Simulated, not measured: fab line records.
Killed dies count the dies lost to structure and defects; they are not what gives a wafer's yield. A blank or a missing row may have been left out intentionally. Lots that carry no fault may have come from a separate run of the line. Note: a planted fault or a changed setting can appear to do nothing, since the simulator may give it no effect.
Struck lot and sound lot, side by side	flow berkeley-cmos170	15 steps out of a route of 331
Sound: the wafers L727.3, L727.4, L727.5. Wafers struck: L738.1, L738.4, L738.6. The cause is named last.
At each step with rows: each side's tool, then ch and its chambers, then its first start. Under that, the readings that differ: sound wafers	struck wafers	difference of the means	sigmas: that difference in standard deviations of wafers without a fault.
alike: words and numbers the same on both sides, and readings whose means are apart by under 2 such deviations; not compared: readings that were withheld, readings missing a value for some wafer, numbers with overlapping values and no deviation given by the record, and bounds like >300 which may hide the same value.
The two part at a step that has a row with sigmas, a row that says differs or no value, or rows on one side only. When numbers do not overlap yet have no deviation, they are printed without sigmas and do not part them. A reading that every wafer of one side lacks parts them only if that side has two wafers or more.

first, 1 step without rows for these wafers: UCB170_PVT_DEVELOP_05 (develop time 45 s).
UCB170_PVT_OVL_MEAS_06:
  sound on overlay-01, day 6 23:31; struck on overlay-02, day 9 18:56
  alike: PVT_OVL
next, for these wafers, 1 step has no rows: UCB170_PVT_IMPLANT_07.
UCB170_PVT_STRIP_08: strips in O2.
  sound on plasma-asher-01 ch 0,1, day 6 23:43; struck on plasma-asher-04 ch 1, day 9 19:08
  alike: drypump-motor-current-A, oes-product-au, strip-time-to-endpoint-s
  not compared: rf-hours-counter-h
UCB170_PVT_TW_MEAS_09:
  sound on film-metro-04, day 6 23:49; struck on film-metro-02, day 9 19:14
reading	sound	struck	difference	sigmas
PVT_TW	517 516 516	504 502 502	-14	-3
then, 1 step without rows for these wafers: UCB170_GATE_WET_ETCH_00 (etches SiO2 in dHF, time 200 s).
UCB170_FIELD_THK_MEAS_91:
  sound on film-metro-04, day 6 23:56; struck on film-metro-04, day 9 19:21
  alike: FIELD_OXIDE_LEFT_2_THK
then, 1 step without rows for these wafers: UCB170_GATE_OXIDATION_01 (target thk 6.6 nm, ox time 1800 s).
UCB170_GATE_THK_MEAS_02:
  sound on film-metro-01, day 7 03:43; struck on film-metro-03, day 10 00:40
  alike: GATE_OXIDE_THK
then, 2 steps without rows for these wafers: UCB170_GATE_ANNEAL_03 (time 1800 s); UCB170_GATE_CVD_04 (deposits poly-Si from SiH4, time 1440 s, target thk 214 nm).
UCB170_GATE_THK_MEAS_05:
  sound on film-metro-03, day 7 09:08; struck on film-metro-01, day 10 09:36
  alike: GATE_POLY_THK
UCB170_GATE_COAT_06:
  sound on litho-track-02 ch 0, day 7 09:37; struck on litho-track-01 ch 0, day 10 09:40
reading	sound	struck	difference	sigmas
spin-speed-rpm (rpm)	2996.2 3000.4 2998.3	2933.9 2934.7 2935.9	-63.5	-30
  alike: dispense-pressure-kPa
then, 1 step without rows for these wafers: UCB170_GATE_COAT_07 (resist thk 900 nm).
UCB170_M3_PROBE_99:
  rows exist in the record for the sound wafers here (prober-01, day 9 00:01), none for the struck ones

## WHERE THEY PART
First at UCB170_PVT_TW_MEAS_09; last, within this record, at UCB170_M3_PROBE_99.

WHY: the cause the simulator had injected
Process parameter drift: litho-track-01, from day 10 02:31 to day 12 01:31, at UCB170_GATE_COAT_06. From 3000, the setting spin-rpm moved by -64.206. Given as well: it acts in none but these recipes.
